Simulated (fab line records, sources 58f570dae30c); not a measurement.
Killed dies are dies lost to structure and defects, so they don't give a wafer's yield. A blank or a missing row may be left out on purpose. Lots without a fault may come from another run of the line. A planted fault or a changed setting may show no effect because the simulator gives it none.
Split-lot experiment | flow berkeley_cmos170 | 5 lots, 23 wafers read, on a route of 331 steps

THE SPLIT
At UCB170_NLDD_COAT_01 (resist thk 900 nm), the setting resist_thk_nm was moved away from the recipe's 900 nm on 9 of the 23 wafers read, by -5.9% to +3.8%. The other wafers ran this setting at the recipe's value.

The reading is taken at the split's own step.

THE READING
KrF_of_NLDD_COAT_01.thk_nm (the simulator's own value, which no gauge read), in nm, at UCB170_NLDD_COAT_01 (resist thk 900 nm). The file gives no usual value for it. The 14 wafers here that ran the recipe average 898.3 nm, standard deviation 1.6 nm.

wafer  | tool, chamber at the split | resist_thk_nm as run, nm | against the recipe | KrF_of_NLDD_COAT_01.thk_nm, nm | against lot-mates on the recipe
L077.1 | litho_track-02, 0          | 900                      | recipe             | 895.8                          | -
L077.2 | litho_track-02, 0          | 900                      | recipe             | 898.3                          | -
L077.3 | litho_track-02, 0          | 934.1                    | +3.8%              | 932.8                          | +35.8
L077.5 | litho_track-02, 0          | 934.1                    | +3.8%              | 932                            | +35.0
L077.6 | litho_track-02, 0          | 934.1                    | +3.8%              | 933.7                          | +36.7
L079.2 | litho_track-02, 0          | 900                      | recipe             | 900.1                          | -
L079.5 | litho_track-02, 0          | 900                      | recipe             | 897                            | -
L079.6 | litho_track-02, 0          | 900                      | recipe             | 895.6                          | -
L083.2 | litho_track-02, 0          | 900                      | recipe             | 900.2                          | -
L083.3 | litho_track-02, 0          | 900                      | recipe             | 899                            | -
L083.4 | litho_track-02, 0          | 846.9                    | -5.9%              | 846.6                          | -52.9
L083.5 | litho_track-02, 0          | 900                      | recipe             | 899.2                          | -
L083.6 | litho_track-02, 0          | 846.9                    | -5.9%              | 846.1                          | -53.4
L085.1 | litho_track-02, 0          | 855.1                    | -5.0%              | 852.5                          | -45.2
L085.3 | litho_track-02, 0          | 855.1                    | -5.0%              | 852.3                          | -45.4
L085.4 | litho_track-02, 0          | 900                      | recipe             | 898.8                          | -
L085.5 | litho_track-02, 0          | 900                      | recipe             | 897.1                          | -
L085.6 | litho_track-02, 0          | 900                      | recipe             | 897.1                          | -
L084.1 | litho_track-01, 0          | 900                      | recipe             | 898.4                          | -
L084.2 | litho_track-01, 0          | 900                      | recipe             | 898.5                          | -
L084.3 | litho_track-01, 0          | 900                      | recipe             | 901.7                          | -
L084.4 | litho_track-01, 0          | 870.7                    | -3.3%              | 871.3                          | -28.2
L084.6 | litho_track-01, 0          | 870.7                    | -3.3%              | 871.2                          | -28.3

THE FIT
A straight line over all 23 wafers: KrF_of_NLDD_COAT_01.thk_nm changes by +8.95 nm for each +1% of resist_thk_nm; r = +1.00; the points scatter about the line by 1.6 nm.
The same after taking each lot's own level away (the mean of its wafers on the recipe; 23 wafers): +9.12 nm for each +1%; r = +1.00; scatter 1.2 nm.
On that fit, the largest move of resist_thk_nm shifts the reading by 54 nm.
The lots' own levels span 897.05 to 899.53 nm, that is 1.5 times the standard deviation above.
So the lot-to-lot level changes the slope little: the two slopes agree.
Check: with one of the wafers moved furthest among these (-5.9%) left out of the fit, the line predicts -53.6 nm for it against its lot-mates. It came out at -52.9 nm against them.

OTHER SPLITS ON THESE WAFERS
These wafers also went through other splits before the reading. Each is held against what the fit with the lots' levels taken away leaves over:
other split on the same wafers          | wafers away from the commonest value | r with KrF_of_NLDD_COAT_01.thk_nm (lot level and that fit taken away)
UCB170_START_OXIDATION_02 ox_time_s     | 10                                   | +0.12
UCB170_ZERO_COAT_01 spin_rpm            | 5                                    | +0.13
UCB170_NWELL_CVD_04 nh3_flow_sccm       | 18                                   | -0.20
UCB170_WELLDRIVE_OXIDATION_01 ox_time_s | 15                                   | +0.06
UCB170_FIELD_OXIDATION_01 temp_c        | 15                                   | +0.07
UCB170_SCREENOX_OXIDATION_01 temp_c     | 18                                   | +0.07
UCB170_NVT_IMPLANT_07 energy_kev        | 8                                    | +0.16
UCB170_PLDD_EXPOSE_03 dose_mj           | 10                                   | +0.01

THE FILE'S OWN FIT
KrF_of_NLDD_COAT_01.thk_nm changes by +9.05 nm for each +1% of resist_thk_nm, r = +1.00.
